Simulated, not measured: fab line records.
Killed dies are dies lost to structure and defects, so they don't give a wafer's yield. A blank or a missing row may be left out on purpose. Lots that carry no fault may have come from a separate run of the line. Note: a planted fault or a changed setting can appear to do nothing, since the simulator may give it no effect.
fab line records + flow berkeley_cmos170
record:
- lots: 14
- wafers: 42
- last_day: 13
route steps=331 shown PWELL@36 NSD@207 M3@325
lots with no fault: from the same line, run without faults
start_h: hours from the record's first day to the start of the lot's first wafer shown + wait_h: hours from the lot's prior step to this one + " repeats the value in the row above + L1.1+2: one row covering several wafers at once + - no value, or no start given + * or withheld: withheld + < > ~ a bound
route shown NAME@n: names a module that has steps shown in the file, with the first one's number in the route + usual: mean and standard deviation over wafers with no fault + same: alike in all rows + chamber/n: place in a boat + sites: the reading at each site + _std_site: their standard deviation + _edge_site: inner sites' mean taken away from outer sites' mean + radius_mm: how far each site lies from the wafer's centre + mask NAME#n: copy n + behind: the tool/chamber that last shaped the wafer + hold: cause of the lot's hold/its duration in hours/its outcome + device: whichever transistor did not switch (one of n, p or np) + end of line: the route-end tests of the same wafers + step lacking rows: just its recipe + killed: dies lost to structure and defects at the first sort, not the wafer's yield + map: shows each die of a wafer: x if killed, . if not, _ if none is there
set.NAME: setting as actually run; set.NAME@STEP: the setting as run at that earlier step + model.NAME: the simulator's own value behind a step, which no gauge read
one table for each step of the route and one row for each wafer, over a sample of lots
services: the hour from which a tool's chamber was out of use, counted from the record's first day as start_h (under 0 if before that day), plus the number of hours and why
== steps ==
step: UCB170_PWELL_OXIDATION_02
recipe:
- temp_c: 1000
- ambient: O2
- target_thk_a: 264
- ox_time_s: 1260
usual:
- spike_tc_centre_C: 1002.4/1.2
- spike_tc_load_C: 1028.8/2.9
- spike_tc_source_C: 1024.3/1.4
- tube_center_temp_C: 1000/0.092
- tube_center_temp_C_max: 1002.6/0.38
- zone_power_source_pct: 33.2/0.65
| lot.wafer | tool       | chamber | start_h | wait_h | spike_tc_centre_C | spike_tc_load_C | spike_tc_source_C | tube_center_temp_C | tube_center_temp_C_max | zone_power_source_pct |
|-----------|------------|---------|---------|--------|-------------------|-----------------|-------------------|--------------------|------------------------|-----------------------|
| L334.1    | furnace-02 | 0       | 45.90   | 2.2    | 1002.0            | 1027.9          | 1023.7            | 1000               | 1002.6                 | 32.6                  |
| L334.2    | "          | 0       | "       | "      | 1001.8            | 1029.1          | 1023.7            | 999.97             | 1002.3                 | 32.9                  |
| L334.3    | "          | 0       | "       | "      | 1002.3            | 1030.2          | 1023.8            | 1000.1             | 1002.9                 | 32.5                  |
| L336.1    | furnace-02 | 0       | 61.10   | 4.4    | 1002.9            | 1028.3          | 1022.8            | 999.94             | 1002.3                 | 33.2                  |
| L336.3    | "          | 0       | "       | "      | 1002.5            | 1030.4          | 1025.0            | 1000               | 1002.8                 | 32.8                  |
| L336.4    | "          | 0       | "       | "      | 1004.0            | 1029.6          | 1024.5            | 1000.1             | 1003.0                 | 32.9                  |
| L338.3    | furnace-04 | 0       | 82.25   | 2.3    | 1004.1            | 1032.7          | 1025.6            | 999.78             | 1002.1                 | 33.9                  |
| L338.4    | "          | 0       | "       | "      | 1001.6            | 1031.5          | 1025.9            | 999.98             | 1002.3                 | 34.3                  |
| L338.6    | "          | 0       | "       | "      | 1002.3            | 1030.2          | 1022.8            | 1000               | 1003.0                 | 34.2                  |
| L340.1    | furnace-02 | 0       | 91.11   | 3.5    | 979.7             | 1003.5          | 1001.4            | 977.07             | 980.0                  | 31.0                  |
| L340.3    | "          | 0       | "       | "      | 978.7             | 1005.5          | 1002.9            | 977.29             | 980.0                  | 30.8                  |
| L340.5    | "          | 0       | "       | "      | 981.0             | 1006.8          | 998.8             | 977.25             | 980.0                  | 30.5                  |
| L341.3    | furnace-02 | 0       | 91.11   | 3.5    | 979.6             | 1004.2          | 1000.7            | 977                | 979.4                  | 31.3                  |
| L341.4    | "          | 0       | "       | "      | 978.6             | 1006.4          | 998.8             | 977.17             | 980.3                  | 31.3                  |
| L341.6    | "          | 0       | "       | "      | 980.3             | 1007.1          | 1000.8            | 977.29             | 979.5                  | 31.3                  |
| L346.1    | furnace-01 | 0       | 123.22  | 6.4    | 1002.4            | 1024.4          | 1026.5            | 999.93             | 1002.5                 | 33.4                  |
| L346.2    | "          | 0       | "       | "      | 1004.4            | 1023.2          | 1027.9            | 999.82             | 1002.5                 | 33.0                  |
| L346.6    | "          | 0       | "       | "      | 1003.1            | 1026.1          | 1025.0            | 999.89             | 1002.4                 | 33.4                  |
| L347.2    | furnace-01 | 0       | 123.22  | 6.4    | 1003.9            | 1023.3          | 1027.0            | 1000.1             | 1002.3                 | 33.6                  |
| L347.3    | "          | 0       | "       | "      | 1003.6            | 1023.0          | 1025.1            | 1000.1             | 1002.4                 | 33.1                  |
| L347.6    | "          | 0       | "       | "      | 1004.5            | 1022.1          | 1026.7            | 1000.1             | 1002.8                 | 33.9                  |
| L350.1    | furnace-04 | 0       | 142.46  | 1.8    | 1001.5            | 1033.8          | 1025.0            | 999.85             | 1002.1                 | 33.8                  |
| L350.2    | "          | 0       | "       | "      | 1003.2            | 1032.3          | 1023.5            | 1000.2             | 1003.2                 | 34.7                  |
| L350.3    | "          | 0       | "       | "      | 1002.0            | 1032.2          | 1025.2            | 999.86             | 1002.5                 | 34.4                  |
| L351.1    | furnace-04 | 0       | 142.46  | 1.8    | 1001.4            | 1031.5          | 1022.7            | 999.86             | 1001.8                 | 34.6                  |
| L351.2    | "          | 0       | "       | "      | 1002.4            | 1033.2          | 1023.6            | 1000.1             | 1002.4                 | 34.8                  |
| L351.4    | "          | 0       | "       | "      | 1001.9            | 1032.0          | 1023.1            | 1000               | 1002.7                 | 34.7                  |
| L352.1    | furnace-01 | 0       | 150.45  | 4.4    | 1004.5            | 1022.9          | 1025.7            | 999.87             | 1002.2                 | 33.4                  |
| L352.4    | "          | 0       | "       | "      | 1003.2            | 1023.0          | 1027.8            | 1000.1             | 1002.8                 | 33.2                  |
| L352.6    | "          | 0       | "       | "      | 1005.2            | 1022.3          | 1025.9            | 1000               | 1002.7                 | 33.7                  |
| L353.1    | furnace-01 | 0       | 150.45  | 4.4    | 1005.9            | 1023.0          | 1027.7            | 1000.1             | 1002.9                 | 34.1                  |
| L353.4    | "          | 0       | "       | "      | 1003.3            | 1024.5          | 1026.6            | 1000.1             | 1002.1                 | 33.1                  |
| L353.6    | "          | 0       | "       | "      | 1004.6            | 1022.8          | 1026.8            | 1000               | 1003.1                 | 33.8                  |
| L354.1    | furnace-02 | 0       | 155.01  | 4.4    | 1002.9            | 1029.5          | 1022.9            | 1000               | 1002.1                 | 32.9                  |
| L354.4    | "          | 0       | "       | "      | 1002.5            | 1027.0          | 1023.5            | 999.91             | 1002.3                 | 33.1                  |
| L354.5    | "          | 0       | "       | "      | 1002.0            | 1029.9          | 1023.7            | 999.91             | 1002.3                 | 33.1                  |
| L355.2    | furnace-02 | 0       | 155.01  | 4.4    | 1001.3            | 1029.4          | 1022.5            | 1000               | 1002.8                 | 32.6                  |
| L355.3    | "          | 0       | "       | "      | 1001.0            | 1029.2          | 1023.9            | 999.96             | 1002.0                 | 32.8                  |
| L355.4    | "          | 0       | "       | "      | 1003.1            | 1030.9          | 1023.4            | 1000               | 1003.3                 | 32.8                  |
| L356.3    | furnace-04 | 0       | 161.51  | 4.1    | 1001.9            | 1031.3          | 1023.6            | 999.99             | 1002.5                 | 34.1                  |
| L356.4    | "          | 0       | "       | "      | 1001.8            | 1031.8          | 1023.1            | 999.98             | 1002.3                 | 33.6                  |
| L356.5    | "          | 0       | "       | "      | 1004.2            | 1032.1          | 1023.1            | 999.88             | 1002.3                 | 33.4                  |
step: UCB170_PWELL_THK_MEAS_03
recipe:
- reads: SiO2_of_PWELL_OXIDATION_02
usual:
- PWELL_OXIDE_THK: 26.6/0.51
| lot.wafer | tool          | chamber | start_h | wait_h | PWELL_OXIDE_THK[nm] |
|-----------|---------------|---------|---------|--------|---------------------|
| L334.1    | film_metro-02 | -       | 47.25   | 0.0    | 26.6                |
| L334.2    | "             | -       | "       | "      | 26.7                |
| L334.3    | "             | -       | "       | "      | 27.0                |
| L336.1    | film_metro-02 | -       | 62.45   | 0.0    | 27.4                |
| L336.3    | "             | -       | "       | "      | 27.4                |
| L336.4    | "             | -       | "       | "      | 27.4                |
| L338.3    | film_metro-01 | -       | 83.62   | 0.0    | 26.7                |
| L338.4    | "             | -       | "       | "      | 26.4                |
| L338.6    | "             | -       | "       | "      | 26.6                |
| L340.1    | film_metro-02 | -       | 92.46   | 0.0    | 21.9                |
| L340.3    | "             | -       | "       | "      | 21.2                |
| L340.5    | "             | -       | "       | "      | 21.0                |
| L341.3    | film_metro-01 | -       | 92.48   | 0.0    | 20.2                |
| L341.4    | "             | -       | "       | "      | 20.8                |
| L341.6    | "             | -       | "       | "      | 20.3                |
| L346.1    | film_metro-04 | -       | 124.57  | 0.0    | 26.2                |
| L346.2    | "             | -       | "       | "      | 26.5                |
| L346.6    | "             | -       | "       | "      | 26.3                |
| L347.2    | film_metro-02 | -       | 124.58  | 0.0    | 26.2                |
| L347.3    | "             | -       | "       | "      | 26.3                |
| L347.6    | "             | -       | "       | "      | 26.4                |
| L350.1    | film_metro-04 | -       | 143.81  | 0.0    | 27.0                |
| L350.2    | "             | -       | "       | "      | 27.2                |
| L350.3    | "             | -       | "       | "      | 27.3                |
| L351.1    | film_metro-02 | -       | 143.81  | 0.0    | 26.0                |
| L351.2    | "             | -       | "       | "      | 26.6                |
| L351.4    | "             | -       | "       | "      | 26.4                |
| L352.1    | film_metro-02 | -       | 151.80  | 0.0    | 26.2                |
| L352.4    | "             | -       | "       | "      | 26.1                |
| L352.6    | "             | -       | "       | "      | 26.2                |
| L353.1    | film_metro-04 | -       | 151.80  | 0.0    | 26.8                |
| L353.4    | "             | -       | "       | "      | 27.2                |
| L353.6    | "             | -       | "       | "      | 26.6                |
| L354.1    | film_metro-04 | -       | 156.36  | 0.0    | 27.1                |
| L354.4    | "             | -       | "       | "      | 27.0                |
| L354.5    | "             | -       | "       | "      | 27.2                |
| L355.2    | film_metro-01 | -       | 156.37  | 0.0    | 27.0                |
| L355.3    | "             | -       | "       | "      | 26.5                |
| L355.4    | "             | -       | "       | "      | 26.6                |
| L356.3    | film_metro-01 | -       | 162.88  | 0.0    | 27.4                |
| L356.4    | "             | -       | "       | "      | 27.4                |
| L356.5    | "             | -       | "       | "      | 26.6                |
step: UCB170_SDANNEAL_RS_MEAS_03
recipe:
- thk_meas_gauge: four-point-probe
usual:
- NSD_RS: 37.24/0.086
| lot.wafer | tool          | chamber | start_h | wait_h | NSD_RS[ohm/sq] |
|-----------|---------------|---------|---------|--------|----------------|
| L336.1    | film_metro-02 | -       | 179.04  | 0.1    | 37.20          |
| L336.3    | "             | -       | "       | "      | 37.09          |
| L336.4    | "             | -       | "       | "      | 37.19          |
| L334.1    | film_metro-02 | -       | 179.78  | 0.1    | 37.15          |
| L334.2    | "             | -       | "       | "      | 37.38          |
| L334.3    | "             | -       | "       | "      | 37.18          |
| L340.1    | film_metro-03 | -       | 214.24  | 0.1    | 37.34          |
| L340.3    | "             | -       | "       | "      | 37.35          |
| L340.5    | "             | -       | "       | "      | 37.37          |
| L338.3    | film_metro-02 | -       | 214.41  | 0.1    | 37.18          |
| L338.4    | "             | -       | "       | "      | 37.31          |
| L338.6    | "             | -       | "       | "      | 37.29          |
| L341.3    | film_metro-03 | -       | 214.76  | 0.1    | 37.23          |
| L341.4    | "             | -       | "       | "      | 37.29          |
| L341.6    | "             | -       | "       | "      | 37.23          |
| L346.1    | film_metro-02 | -       | 241.84  | 0.1    | 37.16          |
| L346.2    | "             | -       | "       | "      | 37.13          |
| L346.6    | "             | -       | "       | "      | 37.22          |
| L347.2    | film_metro-03 | -       | 266.32  | 0.1    | 37.39          |
| L347.3    | "             | -       | "       | "      | 37.25          |
| L347.6    | "             | -       | "       | "      | 37.21          |
| L351.1    | film_metro-01 | -       | 266.65  | 0.1    | 37.24          |
| L351.2    | "             | -       | "       | "      | 37.27          |
| L351.4    | "             | -       | "       | "      | 37.25          |
| L350.1    | film_metro-02 | -       | 267.20  | 0.1    | 37.09          |
| L350.2    | "             | -       | "       | "      | 37.21          |
| L350.3    | "             | -       | "       | "      | 37.05          |
| L352.1    | film_metro-02 | -       | 274.06  | 0.1    | 37.44          |
| L352.4    | "             | -       | "       | "      | 37.32          |
| L352.6    | "             | -       | "       | "      | 37.39          |
| L354.1    | film_metro-03 | -       | 274.33  | 0.1    | 37.17          |
| L354.4    | "             | -       | "       | "      | 37.19          |
| L354.5    | "             | -       | "       | "      | 37.37          |
| L355.2    | film_metro-01 | -       | 274.52  | 0.1    | 37.40          |
| L355.3    | "             | -       | "       | "      | 37.42          |
| L355.4    | "             | -       | "       | "      | 37.38          |
| L353.1    | film_metro-02 | -       | 274.81  | 0.1    | 37.23          |
| L353.4    | "             | -       | "       | "      | 37.37          |
| L353.6    | "             | -       | "       | "      | 37.23          |
| L356.3    | film_metro-02 | -       | 294.94  | 0.1    | 37.18          |
| L356.4    | "             | -       | "       | "      | 37.23          |
| L356.5    | "             | -       | "       | "      | 37.23          |
step: UCB170_M3_OVL_MEAS_16
usual:
- M3_OVL: 1/5.6
| lot.wafer | tool       | chamber | start_h | wait_h | M3_OVL[nm] |
|-----------|------------|---------|---------|--------|------------|
| L334.1    | overlay-02 | -       | 204.14  | 0.1    | -6         |
| L334.2    | "          | -       | "       | "      | -4         |
| L334.3    | "          | -       | "       | "      | 4          |
| L336.1    | overlay-01 | -       | 204.99  | 0.1    | 1          |
| L336.3    | "          | -       | "       | "      | 3          |
| L336.4    | "          | -       | "       | "      | 2          |
| L338.3    | overlay-02 | -       | 234.45  | 0.1    | 7          |
| L338.4    | "          | -       | "       | "      | 8          |
| L338.6    | "          | -       | "       | "      | 9          |
| L340.1    | overlay-01 | -       | 237.72  | 0.1    | -9         |
| L340.3    | "          | -       | "       | "      | 0          |
| L340.5    | "          | -       | "       | "      | 2          |
| L341.3    | overlay-02 | -       | 238.91  | 0.1    | 6          |
| L341.4    | "          | -       | "       | "      | 6          |
| L341.6    | "          | -       | "       | "      | 10         |
| L346.1    | overlay-01 | -       | 259.84  | 0.1    | 2          |
| L346.2    | "          | -       | "       | "      | -3         |
| L346.6    | "          | -       | "       | "      | -2         |
| L347.2    | overlay-01 | -       | 289.73  | 0.1    | 3          |
| L347.3    | "          | -       | "       | "      | 0          |
| L347.6    | "          | -       | "       | "      | 4          |
| L351.1    | overlay-02 | -       | 296.29  | 0.1    | -2         |
| L351.2    | "          | -       | "       | "      | -8         |
| L351.4    | "          | -       | "       | "      | 1          |
| L350.1    | overlay-02 | -       | 298.59  | 0.1    | -1         |
| L350.2    | "          | -       | "       | "      | 0          |
| L350.3    | "          | -       | "       | "      | 1          |
| L352.1    | overlay-01 | -       | 301.28  | 0.1    | 4          |
| L352.4    | "          | -       | "       | "      | -8         |
| L352.6    | "          | -       | "       | "      | 7          |
| L353.1    | overlay-01 | -       | 302.18  | 0.1    | 18         |
| L353.4    | "          | -       | "       | "      | 11         |
| L353.6    | "          | -       | "       | "      | 16         |
| L355.2    | overlay-02 | -       | 305.82  | 0.1    | 7          |
| L355.3    | "          | -       | "       | "      | 2          |
| L355.4    | "          | -       | "       | "      | 3          |
| L354.1    | overlay-01 | -       | 306.17  | 0.1    | -2         |
| L354.4    | "          | -       | "       | "      | -1         |
| L354.5    | "          | -       | "       | "      | 1          |
| L356.3    | overlay-02 | -       | 317.45  | 0.1    | 6          |
| L356.4    | "          | -       | "       | "      | 10         |
| L356.5    | "          | -       | "       | "      | 8          |
step: UCB170_M3_ETCH_17
recipe:
- chemistry: N2/H2
- target_depth_a: withheld
- overetch_a: withheld
- target: BARC
- time_s: withheld
- source_w: 500
- bias_w: 100
- pressure_mtorr: 30
- n2_flow_sccm: 100
- h2_flow_sccm: 200
usual:
- drypump_motor_current_A: 6.0/0.52
- oes_product_au: 1.007/0.023
- throttle_valve_pct: 13.28/0.16
| lot.wafer | tool        | chamber | start_h | wait_h | drypump_motor_current_A | oes_product_au | throttle_valve_pct |
|-----------|-------------|---------|---------|--------|-------------------------|----------------|--------------------|
| L334.1    | rie_diel-04 | 2       | 204.17  | 0.0    | 6.6                     | 0.997          | 13.49              |
| L334.2    | "           | 1       | "       | "      | 5.5                     | 1.029          | 13.22              |
| L334.3    | "           | 3       | "       | "      | 5.3                     | 1.035          | 13.04              |
| L336.1    | rie_diel-03 | 3       | 205.03  | 0.0    | 6.4                     | 1.011          | 13.20              |
| L336.3    | "           | 1       | "       | "      | 5.2                     | 0.985          | 13.48              |
| L336.4    | "           | 3       | "       | "      | 6.4                     | 1.018          | 13.24              |
| L338.3    | rie_diel-04 | 3       | 234.47  | 0.0    | 5.3                     | 1.042          | 13.05              |
| L338.4    | "           | 1       | "       | "      | 5.5                     | 1.035          | 13.22              |
| L338.6    | "           | 3       | "       | "      | 5.3                     | 1.039          | 13.04              |
| L340.1    | rie_diel-03 | 1       | 237.76  | 0.0    | 5.3                     | 0.985          | 13.47              |
| L340.3    | "           | 0       | "       | "      | 6.3                     | 1.001          | 13.05              |
| L340.5    | "           | 2       | "       | "      | 5.0                     | 1.004          | 13.04              |
| L341.3    | rie_diel-02 | 2       | 238.93  | 0.0    | 6.3                     | 1.006          | 13.41              |
| L341.4    | "           | 0       | "       | "      | 5.9                     | 1.037          | 13.41              |
| L341.6    | "           | 1       | "       | "      | 6.6                     | 0.976          | 13.33              |
| L346.1    | rie_diel-03 | 3       | 259.88  | 0.0    | 6.4                     | 1.006          | 13.24              |
| L346.2    | "           | 0       | "       | "      | 6.3                     | 0.993          | 13.03              |
| L346.6    | "           | 3       | "       | "      | 6.4                     | 1.027          | 13.20              |
| L347.2    | rie_diel-03 | 1       | 289.76  | 0.0    | 5.3                     | 0.996          | 13.49              |
| L347.3    | "           | 0       | "       | "      | 6.3                     | 0.998          | 13.03              |
| L347.6    | "           | 2       | "       | "      | 5.0                     | 1.002          | 13.05              |
| L351.1    | rie_diel-03 | 3       | 296.32  | 0.0    | 6.4                     | 1.013          | 13.23              |
| L351.2    | "           | 2       | "       | "      | 5.0                     | 1.003          | 13.04              |
| L351.4    | "           | 1       | "       | "      | 5.3                     | 0.987          | 13.50              |
| L350.1    | rie_diel-02 | 3       | 298.63  | 0.0    | 6.6                     | 1.015          | 13.13              |
| L350.2    | "           | 0       | "       | "      | 5.9                     | 1.049          | 13.43              |
| L350.3    | "           | 1       | "       | "      | 6.6                     | 0.985          | 13.33              |
| L352.1    | rie_diel-02 | 1       | 301.32  | 0.0    | 6.6                     | 0.977          | 13.34              |
| L352.4    | "           | 2       | "       | "      | 6.2                     | 1.017          | 13.44              |
| L352.6    | "           | 0       | "       | "      | 5.9                     | 1.041          | 13.43              |
| L353.1    | rie_diel-04 | 3       | 302.22  | 0.0    | 5.3                     | 1.042          | 13.04              |
| L353.4    | "           | 0       | "       | "      | 5.6                     | 0.980          | 13.44              |
| L353.6    | "           | 3       | "       | "      | 5.3                     | 1.049          | 13.05              |
| L355.2    | rie_diel-04 | 1       | 305.85  | 0.0    | 5.5                     | 1.018          | 13.22              |
| L355.3    | "           | 3       | "       | "      | 5.3                     | 1.032          | 13.06              |
| L355.4    | "           | 0       | "       | "      | 5.6                     | 0.962          | 13.43              |
| L354.1    | rie_diel-02 | 2       | 306.20  | 0.0    | 6.2                     | 1.012          | 13.44              |
| L354.4    | "           | 0       | "       | "      | 5.9                     | 1.042          | 13.43              |
| L354.5    | "           | 1       | "       | "      | 6.6                     | 0.969          | 13.32              |
| L356.3    | rie_diel-04 | 3       | 317.47  | 0.0    | 5.3                     | 1.050          | 13.05              |
| L356.4    | "           | 2       | "       | "      | 6.6                     | 1.009          | 13.51              |
| L356.5    | "           | 1       | "       | "      | 5.5                     | 1.039          | 13.24              |
== services ==
| tool        | chamber | start_h | hours | kind   |
|-------------|---------|---------|-------|--------|
| rie_diel-04 | -       | 30.43   | 0.6   | repair |
| furnace-01  | -       | 36.80   | 79.2  | repair |
| rie_diel-04 | -       | 37.50   | 1.2   | repair |
| rie_diel-02 | 1       | 42.19   | 8.1   | repair |
| furnace-02  | -       | 63.70   | 3.1   | pm     |
| rie_diel-02 | 3       | 71.68   | 5.4   | repair |
| rie_diel-03 | 0       | 83.30   | 2.7   | repair |
| rie_diel-03 | 1       | 105.89  | 2.8   | repair |
| furnace-02  | -       | 110.16  | 3.8   | pm     |
| furnace-01  | -       | 115.96  | 3.4   | pm     |
| furnace-02  | -       | 123.49  | 3.8   | pm     |
| rie_diel-02 | 0       | 124.68  | 3.2   | repair |
| furnace-04  | -       | 130.10  | 3.3   | pm     |
| rie_diel-02 | 2       | 132.69  | 4.3   | repair |
| rie_diel-03 | 0       | 136.06  | 2.8   | repair |
| rie_diel-03 | 2       | 138.59  | 14.5  | repair |
| rie_diel-04 | 0       | 199.30  | 53.6  | repair |
| rie_diel-03 | 3       | 219.37  | 5.3   | repair |
| furnace-04  | -       | 238.99  | 17.5  | pm     |
| rie_diel-02 | 2       | 244.02  | 8.7   | repair |
| rie_diel-02 | 1       | 244.05  | 3.3   | repair |
| rie_diel-03 | 2       | 258.21  | 23.7  | repair |
| furnace-02  | -       | 277.09  | 3.2   | pm     |
| rie_diel-02 | 2       | 293.49  | 7.6   | repair |
== key ==
first_sign:
- step: UCB170_PWELL_OXIDATION_02
- reading: tube_center_temp_C
- direction: down
- sigmas: 99+
- usual: *
- struck: *
effect:
- step: UCB170_PWELL_OXIDATION_02
- reading: tube_center_temp_C_max
- direction: down
- sigmas: 60
- usual: *
- struck: *
effect:
- step: UCB170_PWELL_THK_MEAS_03
- reading: PWELL_OXIDE_THK
- direction: down
- sigmas: 11
- usual: 26.6
- struck: 20.9
met_at UCB170_PWELL_OXIDATION_02
struck_lots L340,L341
tester_left_out L340,L341
not_acting_at UCB170_SDANNEAL_RS_MEAS_03,UCB170_M3_OVL_MEAS_16,UCB170_M3_ETCH_17
onset_between 61.10 91.11
fault:
- kind: process_parameter_drift
- tool: furnace-02
- chamber: -
- onset_h: 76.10
- steps: UCB170_PWELL_OXIDATION_02
- channel: temp_c
- offset: *
- shape: step
- end_h: 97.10
- acts_in: *
- stated: *
tester_left_out: of these lots the tester's yield and bins aren't shown, on N5 and GAA mostly nor the transistor test; their killed dies are dies lost to structure and defects alone, not to doping, threshold or leakage, so they don't give the yield
